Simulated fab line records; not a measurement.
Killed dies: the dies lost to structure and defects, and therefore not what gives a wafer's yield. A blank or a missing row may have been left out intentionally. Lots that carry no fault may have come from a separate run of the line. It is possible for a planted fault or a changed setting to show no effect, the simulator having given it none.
The tool behind it: which one?	flow berkeleyCmos170	21 wafers from 7 lots sampled at 4 of the route's 331 steps

## WHAT THE GAUGES SHOWED, per wafer
UCB170_M1_RS_MEAS_01: measures by four-point-probe.
lot	measured	on	M1_AL_RS (ohm/sq)
L712	day 8 13:40	filmMetro-01	0.0487 0.0495 0.0495
L709	day 8 18:06	filmMetro-01	0.0480 0.0486 0.0478
L714	day 9 17:17	filmMetro-02	0.0494 0.0492 0.0488
L715	day 9 18:32	filmMetro-03	0.0485 0.0484 0.0491
L722	day 11 00:21	filmMetro-03	0.0481 0.0483 0.0480
L726	day 12 08:23	filmMetro-01	0.0484 0.0486 0.0481
L727	day 12 09:27	filmMetro-02	0.0487 0.0488 0.0490

## EACH LOT AND THE TOOL THAT RAN IT (in order: tool; ch and the chambers of the sampled wafers; start)
lot	UCB170_CONTACT_STRIP_06	UCB170_CONTACT_RTA_08	UCB170_M1_SPUTTER_00
L712	plasmaAsher-04 ch 0,1, day 8 10:43	rtpAnneal-01 ch 0, day 8 11:25	pvdSputter-01, day 8 13:35
L709	plasmaAsher-01 ch 0,1, day 8 15:26	rtpAnneal-01 ch 0, day 8 15:43	pvdSputter-03, day 8 18:02
L714	plasmaAsher-01 ch 0,1, day 9 15:07	rtpAnneal-01 ch 0, day 9 15:23	pvdSputter-03, day 9 17:13
L715	plasmaAsher-01 ch 0,1, day 9 16:22	rtpAnneal-02 ch 0, day 9 16:38	pvdSputter-01, day 9 18:28
L722	plasmaAsher-03 ch 0,1, day 10 21:57	rtpAnneal-01 ch 0, day 10 22:18	pvdSputter-01, day 11 00:17
L726	plasmaAsher-04 ch 0,1, day 12 06:25	rtpAnneal-01 ch 0, day 12 06:42	pvdSputter-03, day 12 08:19
L727	plasmaAsher-01 ch 0,1, day 12 07:14	rtpAnneal-01 ch 0, day 12 07:31	pvdSputter-01, day 12 09:22
- UCB170_CONTACT_STRIP_06: strips in O2.
- UCB170_CONTACT_RTA_08: time 10 s.
- UCB170_M1_SPUTTER_00: material Al, target thk 600 nm, time 80 s.

## THE ANSWER, worked out from the rows above alone
Rule: what is usual is taken from the lots themselves. The widest of any qualifying gaps counts: lots, ordered by their means at a reading, are off when they make up no more than a third of the lots, leave a main group of 4 or more, and stand apart from it by 3 or more times the standard deviation of that group's means. Not used: any main group whose means are identical at the precision the tables above print for the reading. Also off: a lot with no number at a reading for which 4 or more lots have one. Any other lot the step has rows for is counted as sound.
Nothing can be told from this: no lot is off at any reading shown.

## WHAT THE SIMULATOR HAD PUT IN
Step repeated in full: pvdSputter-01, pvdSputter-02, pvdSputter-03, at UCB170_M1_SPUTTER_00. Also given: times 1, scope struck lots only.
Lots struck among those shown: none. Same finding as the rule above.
